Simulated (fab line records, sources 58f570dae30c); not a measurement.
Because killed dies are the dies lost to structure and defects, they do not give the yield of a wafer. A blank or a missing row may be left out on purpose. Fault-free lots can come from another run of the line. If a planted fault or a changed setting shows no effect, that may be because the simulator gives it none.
fab line records -- flow berkeley-cmos170 -- part 1 of 2: steps 1 to 28 of 37
record: lots: 5, wafers: 15, last-day: 13
route steps=331 shown SILICIDE@214 CONTACT@216 M1@238
lots that met no fault: from a run of the same line without faults
start-h: start of the lot's first displayed wafer, in hours after the record's first day -- wait-h: how many hours have passed since the lot's step before this one -- " as in the row above -- L1.1+2: a row that stands for several wafers -- - no value present, or no start provided -- * or withheld: withheld -- < > ~ a bound
route shown NAME@n: names a module that has steps shown in the file, with the first one's number in the route -- usual: mean/standard deviation of fault-free wafers -- same: alike in all rows -- chamber/n: place in a boat -- sites: the reading at each site -- _std_site: the standard deviation of these -- _edge_site: mean of outer sites minus mean of inner sites -- radius-mm: for every site, how far away it sits from the centre of the wafer -- mask NAME#n: copy n -- behind: tool/chamber where the wafer was last shaped -- hold: why the lot was held/for how many hours/how that ended -- device: which transistor (n, p or np) failed to switch -- end of line: tests of these same wafers at the route's end -- a step with no rows: only its recipe -- killed: not the wafer's yield, but the dies lost to structure and defects at the first sort -- map: a wafer's dies, x killed, . not, _ none there
set.NAME: the setting as run; set.NAME@STEP: as run at that earlier step -- model.NAME: the simulator's own value behind a step, which no gauge read
certain route steps with their lots: each step a table, each wafer a row
services: when a tool's chamber went out of use (start-h, in hours from the record's first day, below 0 if earlier), for how many hours, and the reason
== steps ==
step: UCB170_SILICIDE_RTA_04
recipe: temp-c: 650, time-s: 15, ambient: N2
usual: lamp-power-pct: 11.9/2.1, wafer_temp_C_max: 653.0/0.62
lot.wafer,tool,chamber,start-h,wait-h,lamp-power-pct,wafer_temp_C_max
L075.1,rtp-anneal-01,0,188.58,0.1,9.3,653.6
L075.4,rtp-anneal-01,0,188.58,0.1,9.3,652.3
L075.6,rtp-anneal-01,0,188.58,0.1,9.3,652.5
L077.2,rtp-anneal-01,0,190.46,0.1,9.3,653.2
L077.5,rtp-anneal-01,0,190.46,0.1,9.3,652.6
L077.6,rtp-anneal-01,0,190.46,0.1,9.3,653.0
L078.2,rtp-anneal-02,0,190.59,0.1,13.7,654.1
L078.3,rtp-anneal-02,0,190.59,0.1,13.7,653.6
L078.4,rtp-anneal-02,0,190.59,0.1,13.7,652.5
L092.3,rtp-anneal-02,0,255.17,0.1,13.7,652.9
L092.4,rtp-anneal-02,0,255.17,0.1,13.7,652.4
L092.6,rtp-anneal-02,0,255.17,0.1,13.7,653.3
L096.1,rtp-anneal-02,0,280.29,0.1,13.7,653.8
L096.2,rtp-anneal-02,0,280.29,0.1,13.7,653.4
L096.4,rtp-anneal-02,0,280.29,0.1,13.7,653.0
step: UCB170_SILICIDE_WET_ETCH_05
recipe: chemistry: SPM, time-s: 45, temp-c: 120, target: Ti
lot.wafer,tool,chamber,start-h,wait-h
L075.1+4+6,wet-bench-02,1,188.65,0.1
L077.2+5+6,wet-bench-02,1,190.65,0.2
L078.2+3+4,wet-bench-04,0,190.70,0.1
L092.3+4+6,wet-bench-04,3,255.35,0.2
L096.1+2+4,wet-bench-02,1,280.36,0.1
step: UCB170_CONTACT_CLEAN_00
recipe: chemistry: SPM, temp-c: 120, time-s: 600
lot.wafer,tool,chamber,start-h,wait-h
L075.1+4+6,wet-bench-04,1,188.67,0.0
L077.2+5+6,wet-bench-04,1,190.89,0.2
L078.2+3+4,wet-bench-04,1,190.89,0.2
L092.3+4+6,wet-bench-04,0,255.38,0.0
L096.1+2+4,wet-bench-04,2,280.39,0.0
step: UCB170_CONTACT_CVD_01
recipe: material: PSG, target-thk-nm: 700, temp-c: 450, precursor: SiH4/O2/PH3, time-s: 2820, pressure-mtorr: 300, sih4-flow-sccm: 60, o2-flow-sccm: 90, ph3-flow-sccm: 25
usual: ph3-flow-sccm: 24.98/0.071, spike-tc-source-C: 469.3/1.2
lot.wafer,tool,chamber,start-h,wait-h,ph3-flow-sccm,spike-tc-source-C
L075.1,lpcvd-02,1,188.85,0.0,24.99,469.8
L075.4,lpcvd-02,1,188.85,0.0,24.89,471.4
L075.6,lpcvd-02,1,188.85,0.0,25.03,471.3
L077.2,lpcvd-01,1,192.11,1.0,24.84,468.0
L077.5,lpcvd-01,1,192.11,1.0,25.08,469.3
L077.6,lpcvd-01,1,192.11,1.0,24.96,469.0
L078.2,lpcvd-01,1,192.11,1.0,25.10,468.3
L078.3,lpcvd-01,1,192.11,1.0,25.02,468.0
L078.4,lpcvd-01,1,192.11,1.0,25.18,467.7
L092.3,lpcvd-01,0,256.26,0.7,24.97,468.7
L092.4,lpcvd-01,0,256.26,0.7,25.01,469.6
L092.6,lpcvd-01,0,256.26,0.7,24.99,470.1
L096.1,lpcvd-01,1,281.20,0.6,25.04,467.6
L096.2,lpcvd-01,1,281.20,0.6,25.01,469.5
L096.4,lpcvd-01,1,281.20,0.6,24.89,469.5
step: UCB170_CONTACT_THK_MEAS_02
recipe: reads: PSG_of_CONTACT_CVD_01
usual: CONTACT_PSG_THK: 705/5.9
lot.wafer,tool,chamber,start-h,wait-h,CONTACT_PSG_THK[nm]
L075.1,film-metro-02,-,190.63,0.0,715
L075.4,film-metro-02,-,190.63,0.0,707
L075.6,film-metro-02,-,190.63,0.0,713
L078.2,film-metro-04,-,193.90,0.0,701
L078.3,film-metro-04,-,193.90,0.0,700
L078.4,film-metro-04,-,193.90,0.0,700
L077.2,film-metro-02,-,193.96,0.1,701
L077.5,film-metro-02,-,193.96,0.1,703
L077.6,film-metro-02,-,193.96,0.1,706
L092.3,film-metro-03,-,258.09,0.1,715
L092.4,film-metro-03,-,258.09,0.1,706
L092.6,film-metro-03,-,258.09,0.1,711
L096.1,film-metro-04,-,282.99,0.0,718
L096.2,film-metro-04,-,282.99,0.0,710
L096.4,film-metro-04,-,282.99,0.0,711
step: UCB170_CONTACT_HMDS_03
recipe: prime-time-s: 60, prime-temp-c: 100
lot.wafer,tool,chamber,start-h,wait-h
L075.1+4+6,litho-track-04,0,190.69,0.1
L078.2+3+4,litho-track-04,0,193.98,0.1
L077.2+5+6,litho-track-03,0,194.34,0.4
L092.3+4+6,litho-track-02,0,258.21,0.1
L096.1+2+4,litho-track-03,0,283.05,0.1
step: UCB170_CONTACT_COAT_04
recipe: resist: KrF, spin-rpm: 1500, resist-thk-nm: 900
lot.wafer,tool,chamber,start-h,wait-h
L075.1+4+6,litho-track-04,0,190.84,0.1
L078.2+3+4,litho-track-04,0,194.13,0.1
L077.2+5+6,litho-track-03,0,194.49,0.1
L092.3+4+6,litho-track-02,0,258.36,0.1
L096.1+2+4,litho-track-03,0,283.20,0.1
step: UCB170_CONTACT_SOFTBAKE_05
recipe: resist: KrF, temp-c: 130, time-s: 60
usual: plate-temp-C: 130.02/0.13
lot.wafer,tool,chamber,start-h,wait-h,plate-temp-C
L075.1,litho-track-04,0,190.99,0.1,130.04
L075.4,litho-track-04,0,190.99,0.1,130.29
L075.6,litho-track-04,0,190.99,0.1,130.07
L078.2,litho-track-04,0,194.28,0.1,129.82
L078.3,litho-track-04,0,194.28,0.1,130.07
L078.4,litho-track-04,0,194.28,0.1,129.93
L077.2,litho-track-03,0,194.64,0.1,130.18
L077.5,litho-track-03,0,194.64,0.1,130.10
L077.6,litho-track-03,0,194.64,0.1,130.22
L092.3,litho-track-02,0,258.51,0.1,129.78
L092.4,litho-track-02,0,258.51,0.1,129.71
L092.6,litho-track-02,0,258.51,0.1,129.90
L096.1,litho-track-03,0,283.35,0.1,129.94
L096.2,litho-track-03,0,283.35,0.1,130.13
L096.4,litho-track-03,0,283.35,0.1,130.08
step: UCB170_CONTACT_STRIP_06
recipe: chemistry: O2, power-w: 400, pressure-mtorr: 3500, platen-temp-c: withheld, o2-flow-sccm: 400, overash-fraction: 0.5
usual: drypump-motor-current-A: 5.9/0.36, oes-product-au: 0.734/0.0048, strip-time-to-endpoint-s: 21.97/0.051
lot.wafer,tool,chamber,start-h,wait-h,drypump-motor-current-A,oes-product-au,rf-hours-counter-h,strip-time-to-endpoint-s
L075.1,plasma-asher-04,0,191.14,0.1,5.8,0.733,6,22.06
L075.4,plasma-asher-04,0,191.14,0.1,5.8,0.743,-,22.02
L075.6,plasma-asher-04,1,191.14,0.1,6.3,0.730,-,22.00
L078.2,plasma-asher-04,1,194.40,0.1,6.4,0.734,6,21.92
L078.3,plasma-asher-04,0,194.40,0.1,5.9,0.735,-,21.84
L078.4,plasma-asher-04,1,194.40,0.1,6.3,0.736,-,21.90
L077.2,plasma-asher-04,1,194.77,0.1,6.3,0.726,6,21.97
L077.5,plasma-asher-04,1,194.77,0.1,6.3,0.728,-,21.97
L077.6,plasma-asher-04,0,194.77,0.1,5.9,0.731,-,21.89
L092.3,plasma-asher-04,1,258.64,0.1,6.3,0.727,-,21.96
L092.4,plasma-asher-04,0,258.64,0.1,5.8,0.729,-,21.98
L092.6,plasma-asher-04,0,258.64,0.1,5.9,0.740,-,21.92
L096.1,plasma-asher-03,0,283.50,0.1,5.9,0.725,54,21.96
L096.2,plasma-asher-03,1,283.50,0.1,6.2,0.735,54,21.92
L096.4,plasma-asher-03,1,283.50,0.1,6.3,0.741,-,22.00
step: UCB170_CONTACT_CLEAN_07
recipe: chemistry: SPM, temp-c: 120, time-s: 600
lot.wafer,tool,chamber,start-h,wait-h
L075.1+4+6,wet-bench-04,0,191.24,0.1
L078.2+3+4,wet-bench-03,0,194.50,0.1
L077.2+5+6,wet-bench-03,0,194.87,0.1
L092.3+4+6,wet-bench-04,3,258.83,0.2
L096.1+2+4,wet-bench-02,3,283.60,0.1
step: UCB170_CONTACT_RTA_08
recipe: temp-c: 900, time-s: 10, ambient: N2
usual: lamp-power-pct: 27/5.1, wafer_temp_C_max: 904.2/0.85
lot.wafer,tool,chamber,start-h,wait-h,lamp-power-pct,wafer_temp_C_max
L075.1,rtp-anneal-01,0,191.42,0.0,22,903.9
L075.4,rtp-anneal-01,0,191.42,0.0,22,903.4
L075.6,rtp-anneal-01,0,191.42,0.0,22,903.0
L078.2,rtp-anneal-01,0,194.71,0.0,22,903.1
L078.3,rtp-anneal-01,0,194.71,0.0,22,903.2
L078.4,rtp-anneal-01,0,194.71,0.0,22,904.5
L077.2,rtp-anneal-01,0,195.07,0.0,22,903.3
L077.5,rtp-anneal-01,0,195.07,0.0,22,903.1
L077.6,rtp-anneal-01,0,195.07,0.0,22,903.6
L092.3,rtp-anneal-02,0,259.02,0.0,32,905.0
L092.4,rtp-anneal-02,0,259.02,0.0,32,904.7
L092.6,rtp-anneal-02,0,259.02,0.0,32,904.5
L096.1,rtp-anneal-01,0,283.79,0.0,22,903.7
L096.2,rtp-anneal-01,0,283.79,0.0,22,903.5
L096.4,rtp-anneal-01,0,283.79,0.0,22,904.0
step: UCB170_CONTACT_COAT_09
recipe: resist: BARC, temp-c: withheld, time-s: withheld, spin-rpm: 3000, resist-thk-nm: withheld
lot.wafer,tool,chamber,start-h,wait-h
L075.1+4+6,litho-track-02,0,191.49,0.1
L078.2+3+4,litho-track-04,0,194.98,0.3
L077.2+5+6,litho-track-02,0,195.79,0.7
L092.3+4+6,litho-track-03,0,259.12,0.1
L096.1+2+4,litho-track-03,0,283.86,0.1
step: UCB170_CONTACT_COAT_10
recipe: resist: KrF, spin-rpm: 1500, resist-thk-nm: 900
lot.wafer,tool,chamber,start-h,wait-h
L075.1+4+6,litho-track-02,0,-,-
L078.2+3+4,litho-track-04,0,-,-
L077.2+5+6,litho-track-02,0,-,-
L092.3+4+6,litho-track-03,0,-,-
L096.1+2+4,litho-track-03,0,-,-
step: UCB170_CONTACT_SOFTBAKE_11
recipe: resist: KrF, temp-c: 130, time-s: 60
usual: plate-temp-C: 130.01/0.15
lot.wafer,tool,chamber,start-h,wait-h,plate-temp-C
L075.1,litho-track-02,0,-,-,130.08
L075.4,litho-track-02,0,-,-,130.21
L075.6,litho-track-02,0,-,-,130.02
L078.2,litho-track-04,0,-,-,129.81
L078.3,litho-track-04,0,-,-,130.06
L078.4,litho-track-04,0,-,-,129.87
L077.2,litho-track-02,0,-,-,130.02
L077.5,litho-track-02,0,-,-,129.91
L077.6,litho-track-02,0,-,-,130.02
L092.3,litho-track-03,0,-,-,130.23
L092.4,litho-track-03,0,-,-,130.15
L092.6,litho-track-03,0,-,-,130.22
L096.1,litho-track-03,0,-,-,129.85
L096.2,litho-track-03,0,-,-,129.78
L096.4,litho-track-03,0,-,-,129.67
step: UCB170_CONTACT_EXPOSE_12
recipe: mask-id: CONT, target-cd-nm: 700, na: 0.5, sigma-outer: 0.6, source-shape: conventional, dose-mj: 35
usual: focus-offset-nm: 0.0/0.58, reticle-temp-C: 22.99/0.11
lot.wafer,tool,chamber,start-h,wait-h,mask,focus-offset-nm,reticle-temp-C
L075.1,krf-scanner-02,0,192.13,-,CONT#0,-0.1,22.87
L075.4,krf-scanner-02,0,192.13,-,CONT#0,-0.9,22.98
L075.6,krf-scanner-02,0,192.13,-,CONT#0,-0.5,22.97
L078.2,krf-scanner-01,0,195.55,-,CONT#0,0.3,23.13
L078.3,krf-scanner-01,0,195.55,-,CONT#0,0.1,23.24
L078.4,krf-scanner-01,0,195.55,-,CONT#0,0.7,23.17
L077.2,krf-scanner-02,0,196.48,-,CONT#0,0.0,22.82
L077.5,krf-scanner-02,0,196.48,-,CONT#0,-0.3,23.06
L077.6,krf-scanner-02,0,196.48,-,CONT#0,0.8,22.93
L092.3,krf-scanner-02,0,259.87,-,CONT#0,-0.5,23.00
L092.4,krf-scanner-02,0,259.87,-,CONT#0,0.7,23.03
L092.6,krf-scanner-02,0,259.87,-,CONT#0,0.6,22.89
L096.1,krf-scanner-02,0,284.31,-,CONT#0,-0.2,23.09
L096.2,krf-scanner-02,0,284.31,-,CONT#0,-0.2,23.15
L096.4,krf-scanner-02,0,284.31,-,CONT#0,-0.9,23.08
step: UCB170_CONTACT_PEB_13
recipe: peb-temp-c: 130, peb-time-s: withheld, resist: KrF
usual: plate-temp-C: 129.99/0.15
lot.wafer,tool,chamber,start-h,wait-h,plate-temp-C
L075.1,litho-track-02,0,192.24,0.1,130.15
L075.4,litho-track-02,0,192.24,0.1,130.32
L075.6,litho-track-02,0,192.24,0.1,130.27
L078.2,litho-track-03,0,195.97,0.4,130.06
L078.3,litho-track-03,0,195.97,0.4,130.01
L078.4,litho-track-03,0,195.97,0.4,130.26
L077.2,litho-track-04,0,196.88,0.4,130.06
L077.5,litho-track-04,0,196.88,0.4,129.90
L077.6,litho-track-04,0,196.88,0.4,130.12
L092.3,litho-track-03,0,260.36,0.5,129.76
L092.4,litho-track-03,0,260.36,0.5,129.62
L092.6,litho-track-03,0,260.36,0.5,129.85
L096.1,litho-track-04,0,284.50,0.2,129.91
L096.2,litho-track-04,0,284.50,0.2,130.13
L096.4,litho-track-04,0,284.50,0.2,130.09
step: UCB170_CONTACT_DEVELOP_14
recipe: developer: TMAH, develop-time-s: 45, resist: KrF, dev-temp-c: 21
lot.wafer,tool,chamber,start-h,wait-h
L075.1+4+6,litho-track-02,0,-,-
L078.2+3+4,litho-track-03,0,-,-
L077.2+5+6,litho-track-04,0,-,-
L092.3+4+6,litho-track-03,0,-,-
L096.1+2+4,litho-track-04,0,-,-
step: UCB170_CONTACT_CD_MEAS_15
recipe: target-cd-nm: 700
usual: cd-nm: 699.7/1.4
lot.wafer,tool,chamber,start-h,wait-h,cd-nm
L075.1,cd-sem-02,-,192.52,-,700.5
L075.4,cd-sem-02,-,192.52,-,701.3
L075.6,cd-sem-02,-,192.52,-,701.4
L078.2,cd-sem-01,-,196.24,-,700.4
L078.3,cd-sem-01,-,196.24,-,699.9
L078.4,cd-sem-01,-,196.24,-,698.2
L077.2,cd-sem-01,-,197.15,-,699.2
L077.5,cd-sem-01,-,197.15,-,700.3
L077.6,cd-sem-01,-,197.15,-,699.4
L092.3,cd-sem-02,-,260.63,-,698.3
L092.4,cd-sem-02,-,260.63,-,698.8
L092.6,cd-sem-02,-,260.63,-,699.1
L096.1,cd-sem-01,-,284.78,-,699.7
L096.2,cd-sem-01,-,284.78,-,701.5
L096.4,cd-sem-01,-,284.78,-,700.4
step: UCB170_CONTACT_OVL_MEAS_16
usual: CONTACT_OVL: -2/5.3
lot.wafer,tool,chamber,start-h,wait-h,CONTACT_OVL[nm]
L075.1,overlay-02,-,192.64,0.1,-1
L075.4,overlay-02,-,192.64,0.1,-2
L075.6,overlay-02,-,192.64,0.1,-15
L078.2,overlay-01,-,196.34,0.1,0
L078.3,overlay-01,-,196.34,0.1,-3
L078.4,overlay-01,-,196.34,0.1,1
L077.2,overlay-02,-,197.25,0.1,-5
L077.5,overlay-02,-,197.25,0.1,-4
L077.6,overlay-02,-,197.25,0.1,-4
L092.3,overlay-01,-,260.72,0.1,-8
L092.4,overlay-01,-,260.72,0.1,2
L092.6,overlay-01,-,260.72,0.1,-5
L096.1,overlay-02,-,284.90,0.1,-10
L096.2,overlay-02,-,284.90,0.1,-10
L096.4,overlay-02,-,284.90,0.1,-6
step: UCB170_CONTACT_ETCH_17
recipe: chemistry: N2/H2, target-depth-a: withheld, overetch-a: withheld, target: BARC, time-s: withheld, source-w: 500, bias-w: 100, pressure-mtorr: 30, n2-flow-sccm: 100, h2-flow-sccm: 200
usual: drypump-motor-current-A: 5.8/0.41, n2-flow-sccm: 100.06/0.27, oes-product-au: 1.008/0.017, throttle-valve-pct: 13.31/0.17
lot.wafer,tool,chamber,start-h,wait-h,drypump-motor-current-A,n2-flow-sccm,oes-product-au,throttle-valve-pct
L075.1,rie-diel-03,2,192.67,0.0,5.5,100.43,0.990,13.50
L075.4,rie-diel-03,1,192.67,0.0,6.5,99.91,0.990,13.06
L075.6,rie-diel-03,3,192.67,0.0,5.8,100.09,1.035,13.24
L078.2,rie-diel-02,3,196.37,0.0,5.7,99.97,1.029,13.41
L078.3,rie-diel-02,2,196.37,0.0,5.3,100.09,0.992,13.18
L078.4,rie-diel-02,1,196.37,0.0,6.5,99.69,0.992,13.01
L077.2,rie-diel-02,1,197.28,0.0,6.6,100.10,0.993,13.03
L077.5,rie-diel-02,3,197.28,0.0,5.7,100.10,1.033,13.40
L077.6,rie-diel-02,2,197.28,0.0,5.3,99.85,1.009,13.17
L092.3,rie-diel-01,2,260.74,0.0,5.0,99.90,1.013,13.49
L092.4,rie-diel-01,2,260.74,0.0,5.0,100.09,1.015,13.49
L092.6,rie-diel-01,3,260.74,0.0,5.4,100.08,1.024,13.46
L096.1,rie-diel-01,2,284.93,0.0,5.0,100.08,1.010,13.48
L096.2,rie-diel-01,3,284.93,0.0,5.4,99.81,1.024,13.46
L096.4,rie-diel-01,1,284.93,0.0,6.0,100.31,0.996,13.35
step: UCB170_CONTACT_ETCH_18
recipe: chemistry: CHF3/CF4/Ar, target: PSG, stop-on: TiSi2, CHF3_flow_sccm: 45, cf4-flow-sccm: 15, Ar_flow_sccm: 150, pressure-mtorr: 200, rf-w: 700, target-depth-a: 8400, over-etch-frac: 0.2, time-s: 195
usual: cf4-flow-sccm: 15.00/0.045, drypump-motor-current-A: 5.8/0.42, oes-product-au: 0.901/0.014, throttle-valve-pct: 6.94/0.11
lot.wafer,tool,chamber,start-h,wait-h,cf4-flow-sccm,drypump-motor-current-A,oes-product-au,rf-hours-counter-h,throttle-valve-pct
L075.1,rie-diel-03,2,-,-,15.07,5.5,0.896,5,7.12
L075.4,rie-diel-03,1,-,-,14.94,6.6,0.889,-,6.78
L075.6,rie-diel-03,3,-,-,14.99,5.8,0.921,-,6.91
L078.2,rie-diel-02,3,-,-,15.03,5.7,0.922,108,6.99
L078.3,rie-diel-02,2,-,-,14.96,5.3,0.889,3,6.80
L078.4,rie-diel-02,1,-,-,14.88,6.5,0.894,7,6.85
L077.2,rie-diel-02,1,-,-,15.00,6.6,0.880,7,6.87
L077.5,rie-diel-02,3,-,-,15.00,5.7,0.927,-,6.98
L077.6,rie-diel-02,2,-,-,15.00,5.3,0.897,-,6.78
L092.3,rie-diel-01,2,-,-,14.96,5.0,0.913,3,7.03
L092.4,rie-diel-01,2,-,-,14.98,5.0,0.917,-,7.02
L092.6,rie-diel-01,3,-,-,14.98,5.4,0.925,-,7.11
L096.1,rie-diel-01,2,-,-,15.03,5.0,0.921,4,7.03
L096.2,rie-diel-01,3,-,-,15.01,5.4,0.914,83,7.10
L096.4,rie-diel-01,1,-,-,15.14,6.0,0.894,109,6.94
step: UCB170_CONTACT_STRIP_19
recipe: chemistry: O2, power-w: 400, pressure-mtorr: 3500, platen-temp-c: withheld, o2-flow-sccm: 400, overash-fraction: 0.5
usual: drypump-motor-current-A: 5.9/0.35, oes-product-au: 0.726/0.0047
lot.wafer,tool,chamber,start-h,wait-h,drypump-motor-current-A,oes-product-au,rf-hours-counter-h
L075.1,plasma-asher-04,0,192.84,-,5.8,0.731,6
L075.4,plasma-asher-04,1,192.84,-,6.3,0.734,-
L075.6,plasma-asher-04,1,192.84,-,6.3,0.727,-
L078.2,plasma-asher-03,1,196.54,-,6.3,0.724,43
L078.3,plasma-asher-03,1,196.54,-,6.3,0.725,-
L078.4,plasma-asher-03,0,196.54,-,5.9,0.717,-
L077.2,plasma-asher-03,1,197.45,-,6.3,0.722,44
L077.5,plasma-asher-03,0,197.45,-,5.9,0.722,-
L077.6,plasma-asher-03,1,197.45,-,6.3,0.727,-
L092.3,plasma-asher-03,1,260.94,-,6.2,0.730,-
L092.4,plasma-asher-03,0,260.94,-,5.9,0.721,-
L092.6,plasma-asher-03,0,260.94,-,5.9,0.725,-
L096.1,plasma-asher-03,1,285.10,-,6.3,0.719,54
L096.2,plasma-asher-03,0,285.10,-,5.9,0.730,54
L096.4,plasma-asher-03,0,285.10,-,5.9,0.720,-
step: UCB170_CONTACT_CD_MEAS_90
recipe: target-cd-nm: 700
usual: cd-nm: 700.1/1.6
lot.wafer,tool,chamber,start-h,wait-h,cd-nm
L075.1,cd-sem-02,-,192.94,0.1,701.5
L075.4,cd-sem-02,-,192.94,0.1,701.5
L075.6,cd-sem-02,-,192.94,0.1,702.0
L078.2,cd-sem-01,-,196.66,0.1,700.5
L078.3,cd-sem-01,-,196.66,0.1,700.3
L078.4,cd-sem-01,-,196.66,0.1,698.4
L077.2,cd-sem-02,-,197.57,0.1,699.1
L077.5,cd-sem-02,-,197.57,0.1,699.3
L077.6,cd-sem-02,-,197.57,0.1,699.3
L092.3,cd-sem-02,-,261.11,0.1,699.5
L092.4,cd-sem-02,-,261.11,0.1,699.6
L092.6,cd-sem-02,-,261.11,0.1,699.8
L096.1,cd-sem-02,-,285.20,0.1,700.5
L096.2,cd-sem-02,-,285.20,0.1,701.7
L096.4,cd-sem-02,-,285.20,0.1,701.5
step: UCB170_CONTACT_CLEAN_20
recipe: chemistry: SPM, temp-c: 120, time-s: 600
lot.wafer,tool,chamber,start-h,wait-h
L075.1+4+6,wet-bench-03,3,193.73,0.8
L078.2+3+4,wet-bench-02,2,196.76,0.1
L077.2+5+6,wet-bench-04,1,200.94,3.4
L092.3+4+6,wet-bench-04,0,261.24,0.1
L096.1+2+4,wet-bench-04,2,285.32,0.1
step: UCB170_M1_SPUTTER_00
recipe: material: Al, target-thk-nm: 600, time-s: 80, power-w: 6000, chamber-pressure-pa: 0.5
usual: throttle-valve-pct: 30.1/0.7
lot.wafer,tool,chamber,start-h,wait-h,throttle-valve-pct
L075.1,pvd-sputter-04,-,193.92,0.0,30.7
L075.4,pvd-sputter-04,-,193.92,0.0,29.3
L075.6,pvd-sputter-04,-,193.92,0.0,30.7
L078.2,pvd-sputter-03,-,196.93,0.0,30.8
L078.3,pvd-sputter-03,-,196.93,0.0,30.8
L078.4,pvd-sputter-03,-,196.93,0.0,29.2
L077.2,pvd-sputter-04,-,201.12,0.0,29.3
L077.5,pvd-sputter-04,-,201.12,0.0,28.6
L077.6,pvd-sputter-04,-,201.12,0.0,30.5
L092.3,pvd-sputter-04,-,261.42,0.0,28.9
L092.4,pvd-sputter-04,-,261.42,0.0,31.0
L092.6,pvd-sputter-04,-,261.42,0.0,30.4
L096.1,pvd-sputter-03,-,285.53,0.0,30.8
L096.2,pvd-sputter-03,-,285.53,0.0,31.0
L096.4,pvd-sputter-03,-,285.53,0.0,29.4
step: UCB170_M1_RS_MEAS_01
recipe: thk-meas-gauge: four-point-probe, reads: Al_of_M1_SPUTTER_00
usual: M1_AL_RS: 0.0485/0.00048
lot.wafer,tool,chamber,start-h,wait-h,M1_AL_RS[ohm/sq]
L075.1,film-metro-03,-,193.98,0.0,0.0484
L075.4,film-metro-03,-,193.98,0.0,0.0493
L075.6,film-metro-03,-,193.98,0.0,0.0486
L078.2,film-metro-03,-,197.02,0.1,0.0492
L078.3,film-metro-03,-,197.02,0.1,0.0491
L078.4,film-metro-03,-,197.02,0.1,0.0495
L077.2,film-metro-03,-,201.20,0.1,0.0473
L077.5,film-metro-03,-,201.20,0.1,0.0487
L077.6,film-metro-03,-,201.20,0.1,0.0483
L092.3,film-metro-03,-,261.52,0.1,0.0480
L092.4,film-metro-03,-,261.52,0.1,0.0490
L092.6,film-metro-03,-,261.52,0.1,0.0484
L096.1,film-metro-04,-,285.59,0.0,0.0486
L096.2,film-metro-04,-,285.59,0.0,0.0484
L096.4,film-metro-04,-,285.59,0.0,0.0486
step: UCB170_M1_THK_MEAS_02
recipe: thk-meas-gauge: xrf, reads: Al_of_M1_SPUTTER_00
usual: M1_AL_THK: 594/7.3
lot.wafer,tool,chamber,start-h,wait-h,M1_AL_THK[nm]
L075.1,film-metro-03,-,194.10,0.1,596
L075.4,film-metro-03,-,194.10,0.1,586
L075.6,film-metro-03,-,194.10,0.1,594
L078.2,film-metro-03,-,197.13,0.1,587
L078.3,film-metro-03,-,197.13,0.1,589
L078.4,film-metro-03,-,197.13,0.1,582
L077.2,film-metro-03,-,201.31,0.1,609
L077.5,film-metro-03,-,201.31,0.1,593
L077.6,film-metro-03,-,201.31,0.1,596
L092.3,film-metro-03,-,261.62,0.1,604
L092.4,film-metro-03,-,261.62,0.1,591
L092.6,film-metro-03,-,261.62,0.1,599
L096.1,film-metro-04,-,285.71,0.1,596
L096.2,film-metro-04,-,285.71,0.1,600
L096.4,film-metro-04,-,285.71,0.1,595
step: UCB170_M1_COAT_03
recipe: resist: BARC, temp-c: withheld, time-s: withheld, spin-rpm: 3000, resist-thk-nm: withheld
lot.wafer,tool,chamber,start-h,wait-h
L075.1+4+6,litho-track-01,0,194.61,0.5
L078.2+3+4,litho-track-03,0,197.42,0.3
L077.2+5+6,litho-track-04,0,201.38,0.1
L092.3+4+6,litho-track-03,0,261.91,0.3
L096.1+2+4,litho-track-03,0,285.77,0.1
